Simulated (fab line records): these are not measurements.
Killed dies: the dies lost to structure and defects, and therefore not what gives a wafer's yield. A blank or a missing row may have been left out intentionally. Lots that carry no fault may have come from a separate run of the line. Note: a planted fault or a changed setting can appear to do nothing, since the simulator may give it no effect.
fab line records	flow berkeley_cmos170
record lots=14	wafers=42	last_day=11
route steps=331 shown CONTACT@232 M1@239
lots with no fault: from the same line, run without faults
start_h: start of the lot's first displayed wafer, in hours after the record's first day	wait_h: hours since the lot's step before	" identical to the entry in the row above	L1.1+2: several wafers, shown together as one row	- no value present, or no start provided	* or withheld: withheld	< > ~ a bound
route shown NAME@n: names a module that has steps shown in the file, with the first one's number in the route	usual: mean/standard deviation of fault-free wafers	same: alike in all rows	chamber/n: place in a boat	sites: per-site readings	_std_site: how widely they spread, as a standard deviation	_edge_site: the outer-site mean with the inner-site mean subtracted	radius_mm: for every site, how far away it sits from the centre of the wafer	mask NAME#n: copy n	behind: the tool/chamber that last shaped the wafer	hold: what put the lot on hold/how long, in hours/how the hold closed	device: transistor that didn't switch, given as n, p or np	end of line: the route-end tests of the same wafers	a step without rows: its recipe alone	killed: dies lost to structure and defects at the first sort, not the wafer's yield	map: shows each die of a wafer: x if killed, . if not, _ if none is there
set.NAME: the run value of the setting; set.NAME@STEP: its run value at that earlier step	model.NAME: the simulator's own value behind a step, which no gauge read
route steps across a sampled set of lots; one table per step, one row per wafer
services: the hour from which a tool's chamber was out of use, counted from the record's first day as start_h (under 0 if before that day), plus the number of hours and why
## steps
# step UCB170_CONTACT_OVL_MEAS_16
# usual CONTACT_OVL=-2/4.9
lot.wafer	tool	chamber	start_h	wait_h	CONTACT_OVL[nm]
L433.2	overlay-02	-	149.26	0.1	-1
L433.4	"	-	"	"	0
L433.6	"	-	"	"	0
L435.1	overlay-01	-	150.67	0.1	2
L435.5	"	-	"	"	9
L435.6	"	-	"	"	5
L434.3	overlay-02	-	150.80	0.1	1
L434.5	"	-	"	"	-4
L434.6	"	-	"	"	3
L436.1	overlay-01	-	160.06	0.1	5
L436.5	"	-	"	"	-3
L436.6	"	-	"	"	-4
L440.1	overlay-02	-	187.46	0.1	-6
L440.4	"	-	"	"	1
L440.5	"	-	"	"	-5
L439.3	overlay-01	-	187.71	0.1	2
L439.5	"	-	"	"	4
L439.6	"	-	"	"	1
L441.3	overlay-02	-	190.49	0.1	-8
L441.4	"	-	"	"	-6
L441.5	"	-	"	"	-9
L444.1	overlay-02	-	212.60	0.1	-4
L444.3	"	-	"	"	-2
L444.5	"	-	"	"	-9
L445.1	overlay-01	-	213.99	0.1	-10
L445.3	"	-	"	"	-2
L445.4	"	-	"	"	-10
L447.1	overlay-01	-	232.00	0.1	3
L447.5	"	-	"	"	-3
L447.6	"	-	"	"	-2
L449.2	overlay-02	-	232.12	0.1	-7
L449.5	"	-	"	"	3
L449.6	"	-	"	"	-8
L451.1	overlay-01	-	251.28	0.1	3
L451.2	"	-	"	"	3
L451.3	"	-	"	"	2
L452.3	overlay-02	-	256.77	0.1	-3
L452.5	"	-	"	"	1
L452.6	"	-	"	"	3
L454.3	overlay-02	-	257.09	0.1	2
L454.4	"	-	"	"	-7
L454.5	"	-	"	"	7
# step UCB170_CONTACT_ETCH_18
# recipe chemistry=CHF3/CF4/Ar	target=PSG	stop_on=TiSi2	CHF3_flow_sccm=45	cf4_flow_sccm=15	Ar_flow_sccm=150	pressure_mtorr=200	rf_w=700	target_depth_a=8400	over_etch_frac=0.2	time_s=195
# usual drypump_motor_current_A=5.8/0.46	oes_product_au=0.897/0.015	run_length_s=223.3/0.48	throttle_valve_pct=6.95/0.11
lot.wafer	tool	chamber	start_h	wait_h	drypump_motor_current_A	oes_product_au	rf_hours_counter_h	run_length_s	throttle_valve_pct
L433.2	rie_diel-04	3	149	-	4.8	0.919	144	222.8	6.95
L433.4	"	2	"	"	5.7	0.908	11	224.0	6.88
L433.6	"	2	"	"	5.8	0.917	-	223.9	6.88
L435.1	rie_diel-02	2	150	-	5.5	0.887	15	224.0	7.04
L435.5	"	1	"	"	6.1	0.870	-	223.8	7.10
L435.6	"	0	"	"	5.9	0.875	-	223.1	6.90
L434.3	rie_diel-04	1	150	-	6.1	0.907	91	222.9	6.69
L434.5	"	0	"	"	5.5	0.911	-	223.3	7.02
L434.6	"	3	"	"	4.8	0.911	-	222.9	6.94
L436.1	rie_diel-04	2	160	-	5.8	1.044	11	175.4	6.87
L436.5	"	0	"	"	5.5	1.028	-	174.3	7.00
L436.6	"	1	"	"	6.1	1.015	-	174.0	6.69
L440.1	rie_diel-03	0	187	-	6.6	0.874	41	223.6	7.02
L440.4	"	2	"	"	5.6	0.891	137	223.3	6.97
L440.5	"	1	"	"	6.2	0.906	-	223.0	7.12
L439.3	rie_diel-04	1	187	-	6.1	1.019	93	173.6	6.69
L439.5	"	0	"	"	5.5	1.029	-	174.4	6.98
L439.6	"	1	"	"	6.1	1.026	-	174.2	6.71
L441.3	rie_diel-03	1	190	-	6.2	0.935	14	222.9	7.13
L441.4	"	2	"	"	5.5	0.894	137	223.8	6.95
L441.5	"	3	"	"	5.8	0.887	-	224.1	6.92
L444.1	rie_diel-02	2	212	-	5.4	0.894	17	223.5	7.02
L444.3	"	3	"	"	5.7	0.893	64	222.9	6.95
L444.5	"	3	"	"	5.7	0.892	-	222.7	6.95
L445.1	rie_diel-02	0	214	-	5.9	0.885	71	223.1	6.90
L445.3	"	2	"	"	5.4	0.896	17	223.7	7.04
L445.4	"	3	"	"	5.6	0.918	64	223.2	6.97
L447.1	rie_diel-03	3	232	-	5.8	0.876	41	223.9	6.90
L447.5	"	3	"	"	5.8	0.885	-	223.7	6.91
L447.6	"	0	"	"	6.6	0.884	-	223.2	7.01
L449.2	rie_diel-02	2	232	-	5.5	0.892	17	223.6	7.03
L449.5	"	0	"	"	5.9	0.865	-	222.6	6.92
L449.6	"	1	"	"	6.1	0.868	-	223.4	7.07
L451.1	rie_diel-03	3	251	-	5.8	0.880	42	223.7	6.92
L451.2	"	2	"	"	5.5	0.901	140	223.3	6.95
L451.3	"	0	"	"	6.6	0.896	44	223.6	7.01
L452.3	rie_diel-02	0	256	-	5.9	0.882	73	223.3	6.90
L452.5	"	2	"	"	5.5	0.902	-	223.4	7.02
L452.6	"	1	"	"	6.1	0.878	-	223.2	7.09
L454.3	rie_diel-04	2	257	-	5.8	0.909	16	224.3	6.88
L454.4	"	0	"	"	5.5	0.912	21	223.1	7.00
L454.5	"	3	"	"	4.8	0.891	-	222.9	6.94
# step UCB170_M1_RS_MEAS_01
# recipe thk_meas_gauge=four-point-probe	reads=Al_of_M1_SPUTTER_00
# usual M1_AL_RS=0.0484/0.00052
lot.wafer	tool	chamber	start_h	wait_h	M1_AL_RS[ohm/sq]
L433.2	film_metro-04	-	149.95	0.1	0.0499
L433.4	"	-	"	"	0.0490
L433.6	"	-	"	"	0.0485
L435.1	film_metro-02	-	151.33	0.0	0.0483
L435.5	"	-	"	"	0.0489
L435.6	"	-	"	"	0.0479
L434.3	film_metro-04	-	151.50	0.1	0.0483
L434.5	"	-	"	"	0.0484
L434.6	"	-	"	"	0.0481
L440.1	film_metro-02	-	188.12	0.0	0.0481
L440.4	"	-	"	"	0.0490
L440.5	"	-	"	"	0.0492
L441.3	film_metro-01	-	191.21	0.1	0.0478
L441.4	"	-	"	"	0.0486
L441.5	"	-	"	"	0.0478
L444.1	film_metro-01	-	213.26	0.0	0.0493
L444.3	"	-	"	"	0.0485
L444.5	"	-	"	"	0.0485
L445.1	film_metro-02	-	214.65	0.0	0.0476
L445.3	"	-	"	"	0.0472
L445.4	"	-	"	"	0.0480
L447.1	film_metro-02	-	232.66	0.0	0.0486
L447.5	"	-	"	"	0.0485
L447.6	"	-	"	"	0.0485
L449.2	film_metro-04	-	232.97	0.1	0.0489
L449.5	"	-	"	"	0.0488
L449.6	"	-	"	"	0.0483
L451.1	film_metro-02	-	252.07	0.2	0.0478
L451.2	"	-	"	"	0.0476
L451.3	"	-	"	"	0.0481
L452.3	film_metro-02	-	257.47	0.1	0.0485
L452.5	"	-	"	"	0.0478
L452.6	"	-	"	"	0.0476
L454.3	film_metro-02	-	257.92	0.1	0.0489
L454.4	"	-	"	"	0.0485
L454.5	"	-	"	"	0.0493
# step UCB170_M1_ETCH_11
# recipe chemistry=N2/H2	target_depth_a=withheld	overetch_a=withheld	target=BARC	time_s=withheld	source_w=500	bias_w=100	pressure_mtorr=30	n2_flow_sccm=100	h2_flow_sccm=200
# usual drypump_motor_current_A=5.9/0.33	oes_product_au=0.999/0.017	throttle_valve_pct=13.43/0.19
lot.wafer	tool	chamber	start_h	wait_h	drypump_motor_current_A	oes_product_au	throttle_valve_pct
L433.2	rie_diel-01	3	151.26	0.0	5.5	1.006	13.10
L433.4	"	0	"	"	5.9	0.999	13.51
L433.6	"	1	"	"	6.4	0.987	13.72
L435.1	rie_diel-03	3	152.63	0.0	5.8	0.985	13.38
L435.5	"	1	"	"	6.2	1.029	13.58
L435.6	"	0	"	"	6.6	0.993	13.46
L434.3	rie_diel-01	1	152.90	0.0	6.4	0.995	13.71
L434.5	"	2	"	"	6.0	1.003	13.52
L434.6	"	1	"	"	6.4	0.990	13.73
L440.1	rie_diel-03	0	189.42	0.0	6.5	0.994	13.45
L440.4	"	2	"	"	5.6	0.999	13.38
L440.5	"	2	"	"	5.5	1.010	13.37
L441.3	rie_diel-01	3	192.68	0.0	5.5	0.999	13.10
L441.4	"	2	"	"	6.0	1.021	13.53
L441.5	"	0	"	"	5.9	1.001	13.52
L444.1	rie_diel-03	1	214.72	0.0	6.2	1.021	13.59
L444.3	"	3	"	"	5.8	0.972	13.38
L444.5	"	1	"	"	6.2	1.025	13.58
L445.1	rie_diel-02	3	216.13	0.0	5.7	0.993	13.35
L445.3	"	1	"	"	6.1	0.954	13.67
L445.4	"	0	"	"	5.9	1.005	13.18
L447.1	rie_diel-02	3	234.31	0.0	5.7	1.011	13.37
L447.5	"	3	"	"	5.7	0.996	13.35
L447.6	"	0	"	"	5.9	1.008	13.19
L449.2	rie_diel-02	2	234.53	0.0	5.5	0.979	13.38
L449.5	"	2	"	"	5.5	0.980	13.39
L449.6	"	3	"	"	5.7	0.990	13.33
L451.1	rie_diel-01	2	253.62	0.0	6.1	1.014	13.56
L451.2	"	0	"	"	5.9	1.002	13.52
L451.3	"	1	"	"	6.5	1.016	13.71
L452.3	rie_diel-03	0	258.62	0.0	6.5	0.985	13.44
L452.5	"	3	"	"	5.8	0.978	13.36
L452.6	"	1	"	"	6.2	1.030	13.58
L454.3	rie_diel-01	3	259.21	0.0	5.5	0.989	13.11
L454.4	"	2	"	"	6.1	1.001	13.56
L454.5	"	3	"	"	5.5	0.994	13.09
## services
tool	chamber	start_h	hours	kind
rie_diel-03	-	145.04	0.3	repair
rie_diel-02	-	165.63	15.6	pm
rie_diel-04	-	170.36	1.6	repair
rie_diel-01	1	178.79	-	clean
rie_diel-01	1	178.79	17.9	scheduled_down
rie_diel-01	1	178.79	17.9	vent_cycle
rie_diel-04	3	207.67	-	clean
rie_diel-04	3	207.67	22.4	scheduled_down
rie_diel-04	3	207.67	22.4	vent_cycle
rie_diel-01	2	216.83	-	clean
rie_diel-01	2	216.83	27.3	scheduled_down
rie_diel-01	2	216.83	27.3	vent_cycle
rie_diel-04	-	234.14	0.5	repair
rie_diel-01	3	243.04	11.9	repair
rie_diel-03	2	252.10	-	clean
rie_diel-03	2	252.10	11.3	scheduled_down
rie_diel-03	2	252.10	11.3	vent_cycle
rie_diel-01	-	255.48	3.6	repair
## key
first_sign step=UCB170_CONTACT_ETCH_18	reading=run_length_s	direction=down	sigmas=99+	usual=*	struck=*
effect step=UCB170_CONTACT_ETCH_18	reading=oes_product_au	direction=up	sigmas=8.7	usual=0.897	struck=1.027
met_at UCB170_CONTACT_ETCH_18
struck_lots L436,L439
rows_end L436.1,L436.5,L436.6
later_rows_left_out L439.3,L439.5,L439.6
sort_left_out L439.3,L439.5,L439.6
tester_left_out L439
not_acting_at UCB170_CONTACT_OVL_MEAS_16,UCB170_M1_RS_MEAS_01,UCB170_M1_ETCH_11
onset_between 150 160
fault kind=process_parameter_drift	tool=rie_diel-04	chamber=-	onset_h=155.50	steps=UCB170_CONTACT_ETCH_18	channel=time_s	offset=*	shape=step	end_h=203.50	acts_in=*	stated=*
# tester_left_out: of these lots the tester's yield and bins aren't shown, on N5 and GAA mostly nor the transistor test; their killed dies are dies lost to structure and defects alone, not to doping, threshold or leakage, so they don't give the yield
# sort_left_out: the simulated sort isn't trusted on such a fault, so these wafers' sort isn't shown, and their yield isn't known
# later_rows_left_out: the simulator's readings of these wafers behind a module that went badly wrong aren't trusted and aren't shown, but for the sort
# rows_end: these wafers met a further fault down the route, and their rows from its step on are left out
